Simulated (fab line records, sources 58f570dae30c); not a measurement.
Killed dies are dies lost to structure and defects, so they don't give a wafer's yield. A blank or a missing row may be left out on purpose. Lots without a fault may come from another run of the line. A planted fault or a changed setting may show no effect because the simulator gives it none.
Split-lot experiment | flow berkeley_cmos170 | 5 lots, 23 wafers read, on a route of 331 steps

THE SPLIT
At UCB170_M3_PEB_13, the setting peb_temp_c was moved away from the recipe's 130 C on 7 of the 23 wafers read, by -1.5% to -0.8%. The other wafers ran this setting at the recipe's value.

FROM THE SPLIT TO THE READING: what the file shows between them, 1 step
- UCB170_M3_DEVELOP_14: develop time 45 s

THE READING
cd_nm, in nm, at UCB170_M3_CD_MEAS_15 (target cd 700 nm). Fault-free wafers of this fab line usually give 699.9 nm, standard deviation 1.4 nm.

wafer  | tool, chamber at the split | peb_temp_c as run, C | against the recipe | cd_nm, nm | against lot-mates on the recipe
L078.1 | litho_track-04, 0          | 130                  | recipe             | 697.5     | -
L078.3 | litho_track-04, 0          | 130                  | recipe             | 697.4     | -
L078.4 | litho_track-04, 0          | 130                  | recipe             | 697.3     | -
L079.1 | litho_track-02, 0          | 130                  | recipe             | 700.1     | -
L079.2 | litho_track-02, 0          | 130                  | recipe             | 700.4     | -
L079.4 | litho_track-02, 0          | 130                  | recipe             | 699.8     | -
L079.5 | litho_track-02, 0          | 130                  | recipe             | 700.1     | -
L079.6 | litho_track-02, 0          | 130                  | recipe             | 700.7     | -
L083.1 | litho_track-01, 0          | 128                  | -1.5%              | 712.2     | +13.8
L083.3 | litho_track-01, 0          | 128                  | -1.5%              | 713.6     | +15.2
L083.4 | litho_track-01, 0          | 130                  | recipe             | 698.2     | -
L083.5 | litho_track-01, 0          | 130                  | recipe             | 698.3     | -
L083.6 | litho_track-01, 0          | 130                  | recipe             | 698.6     | -
L081.1 | litho_track-04, 0          | 128.7                | -1.0%              | 710.0     | +9.2
L081.3 | litho_track-04, 0          | 130                  | recipe             | 700.3     | -
L081.4 | litho_track-04, 0          | 130                  | recipe             | 701.4     | -
L081.5 | litho_track-04, 0          | 128.7                | -1.0%              | 710.4     | +9.6
L081.6 | litho_track-04, 0          | 128.7                | -1.0%              | 708.0     | +7.2
L085.1 | litho_track-02, 0          | 128.9                | -0.8%              | 709.8     | +9.3
L085.2 | litho_track-02, 0          | 130                  | recipe             | 700.7     | -
L085.4 | litho_track-02, 0          | 128.9                | -0.8%              | 708.7     | +8.2
L085.5 | litho_track-02, 0          | 130                  | recipe             | 700.4     | -
L085.6 | litho_track-02, 0          | 130                  | recipe             | 700.3     | -

THE FIT
A straight line over all 23 wafers: cd_nm changes by -9.49 nm for each +1% of peb_temp_c; r = -0.97; the points scatter about the line by 1.4 nm.
The same after taking each lot's own level away (the mean of its wafers on the recipe; 23 wafers): -9.32 nm for each +1%; r = -0.99; scatter 0.67 nm.
On that fit, the largest move of peb_temp_c shifts the reading by 14 nm.
The lots' own levels span 697.40 to 700.85 nm, that is 2.5 times the standard deviation above.
So the lot-to-lot level changes the slope little: the two slopes agree.
Check: with one of the wafers moved furthest among these (-1.5%) left out of the fit, the line predicts +14.5 nm for it against its lot-mates. It came out at +13.8 nm against them.

OTHER SPLITS ON THESE WAFERS
These wafers also went through other splits before the reading. Each is held against what the fit with the lots' levels taken away leaves over:
other split on the same wafers | wafers away from the commonest value | r with cd_nm (lot level and that fit taken away)
UCB170_M2_EXPOSE_12 dose_mj    | 8                                    | +0.29
UCB170_M2_METAL_ETCH_18 time_s | 10                                   | +0.06
UCB170_M3_SPUTTER_01 time_s    | 11                                   | -0.06

THE WHOLE CHAIN: every reading that the file lists as answering this split, in the file's order
step                 | what it does         | reading                                                   | change (the file's fit)              | r (the file's)
UCB170_M3_CD_MEAS_15 | target cd 700 nm     | cd_nm                                                     | -9.43 nm for each +1% of the setting | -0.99
UCB170_M3_ETCH_17    | etches BARC in N2/H2 | M3.cd_nm (the simulator's own value, which no gauge read) | -8.81 nm for each +1% of the setting | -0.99

THE FILE'S OWN FIT
cd_nm changes by -9.43 nm for each +1% of peb_temp_c, r = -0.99.
